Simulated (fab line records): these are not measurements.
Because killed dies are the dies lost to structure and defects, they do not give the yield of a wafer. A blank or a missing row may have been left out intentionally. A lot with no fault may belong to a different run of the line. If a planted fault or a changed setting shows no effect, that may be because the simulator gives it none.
Chamber matching :: flow berkeley_cmos170 :: UCB170_GATE_ETCH_15 on rie_si-01: 4 sister chambers
The step etches poly-Si in HBr/Cl2, stops on SiO2, time 56.3 s, target depth 278.2 nm. 4 wafers are shown with their chamber, then 9 later ones without.

== WAFERS, EACH WITH ITS CHAMBER ==
wafer: L106.2
chamber: 0
throttle_valve_pct (%): 26.37

wafer: L102.1
chamber: 3
throttle_valve_pct (%): 26.23

wafer: L102.3
chamber: 1
throttle_valve_pct (%): 26.83

wafer: L102.4
chamber: 2
throttle_valve_pct (%): 26.21

== WAFERS WITHOUT THEIR CHAMBER ==
wafer: L111.1
throttle_valve_pct (%): 26.22

wafer: L111.3
throttle_valve_pct (%): 26.38

wafer: L111.6
throttle_valve_pct (%): 26.24

wafer: L116.1
throttle_valve_pct (%): 26.38

wafer: L116.2
throttle_valve_pct (%): 26.22

wafer: L116.4
throttle_valve_pct (%): 26.83

wafer: L115.1
throttle_valve_pct (%): 26.37

wafer: L115.3
throttle_valve_pct (%): 26.05

wafer: L115.5
throttle_valve_pct (%): 26.22

== CHAMBER TAKEN BY EACH ==
wafer: L111.1
from the rows above: can't be placed: 2 or 3
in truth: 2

wafer: L111.3
from the rows above: 0
in truth: 0

wafer: L111.6
from the rows above: can't be placed: 3 or 2
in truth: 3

wafer: L116.1
from the rows above: 0
in truth: 0

wafer: L116.2
from the rows above: can't be placed: 2 or 3
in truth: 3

wafer: L116.4
from the rows above: 1
in truth: 1

wafer: L115.1
from the rows above: 0
in truth: 0

wafer: L115.3
from the rows above: can't be placed: 2 or 3
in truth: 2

wafer: L115.5
from the rows above: can't be placed: 2 or 3
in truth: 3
Correctly placed: 4 of 9. Unplaceable from these rows: 5, with the true chamber sitting among the candidates in 5. 0 placed wrongly.
How it was worked out, from the rows above alone: a wafer's distance from a chamber is the root of the sum, over the readings, of the square of ((its reading less the chamber's mean) divided by the reading's scatter). The wafer belongs to the nearest chamber; if the next one is less than 2 further off, it can't be placed. For every chamber, the mean is computed from those of its wafers that are shown. The scatter: root of mean squared gap, hidden wafer to nearest shown wafer, with one shown wafer a chamber.
